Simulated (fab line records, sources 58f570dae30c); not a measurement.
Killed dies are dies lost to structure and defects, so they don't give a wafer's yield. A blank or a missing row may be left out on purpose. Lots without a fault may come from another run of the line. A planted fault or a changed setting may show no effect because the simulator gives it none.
Problem report in the 8D (eight disciplines) form, filled by code | flow berkeley_cmos170 | the parts of the form that need people (team, actions taken, sign-off) are left out

1. THE PROBLEM
bias_w at UCB170_M1_METAL_ETCH_12 reads a mean of 162.2 W on 3 wafers of 2 lots; wafers without a fault read 120.0 W with a standard deviation of 0.34. That is +99 or more standard deviations from the usual mean.
The step: etches Al in Cl2/BCl3, stops on PSG, target depth 780 nm, time 130 s.
First seen on wafer L387.2, day 10 00:22, on rie_metal-02. The record holds 42 wafers of 14 lots with a number at this step. Rule for "out", or "out of limits": more than 4 standard deviations from the usual mean. The other wafers with a number count as sound.

2. WHAT IT IS AND WHAT IT IS NOT
question                    | is                     | is not
which readings at this step | bias_w                 | drypump_motor_current_A, throttle_valve_pct
which lots                  | L387, L389             | L380, L381, L383, L384, L391, L392, L396, L398, L399, L401, L402, L403
which wafers of those lots  | L387.2, L389.2, L389.5 | L387.4, L387.5, L389.1
read on which tools         | rie_metal-02           | rie_metal-01, rie_metal-04
when                        | from day 10 00:22      | up to then (14 sound wafers); but 25 sound wafers of L389, L391, L392, L396, L398, L399, L401, L402, L403 came after

3. SUSPECTS, AND WHAT RULES EACH OUT
Counting: a tool at a process step up to the reading stays a suspect if it ran every lot that is out. Sound lots after the first of them don't rule it out here, since some wafers of a struck lot are sound.
- rie_metal-02 at UCB170_M1_METAL_ETCH_12 (etches Al in Cl2/BCl3, stops on PSG, target depth 780 nm, time 130 s): kept. It ran every lot that is out, first L387 (day 10 00:22); its last sound lot up to then is L384 (day 9 05:06). Its own readings are out on those wafers: bias_w.
- Within rie_metal-02 at UCB170_M1_METAL_ETCH_12: the wafers that are out ran in chamber 1; their sound lot-mates ran in chamber 0.
Left after counting: rie_metal-02 at UCB170_M1_METAL_ETCH_12.

4. THE CAUSE (what the simulator had put in)
Process parameter drift: rie_metal-02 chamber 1, from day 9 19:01 on, at UCB170_M1_METAL_ETCH_12. Setting bias_w, moved by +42, from 120. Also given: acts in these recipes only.
Counting left only this tool.

5. THE CHAIN OF EFFECTS, in route order
Each row: a reading whose mean over the struck wafers that have a number lies more than 3 standard deviations from the usual. Only readings for which the record gives a usual standard deviation are gone through. hours: the time from each lot's start at the first step in this table that gives one to its start at this step, as a median over the lots. sigmas: the change in usual standard deviations.
hours | step                    | reading | usual   | on struck wafers | change | sigmas
0     | UCB170_M1_METAL_ETCH_12 | bias_w  | 120.0 W | 162.2            | +42.2  | +99 or more
The process steps in it:
- UCB170_M1_METAL_ETCH_12: etches Al in Cl2/BCl3, stops on PSG, target depth 780 nm, time 130 s.

6. WHAT WOULD HAVE CAUGHT IT SOONER
In this record the first reading out of limits was taken at day 10 00:22, 5 hours after the fault began at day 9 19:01.
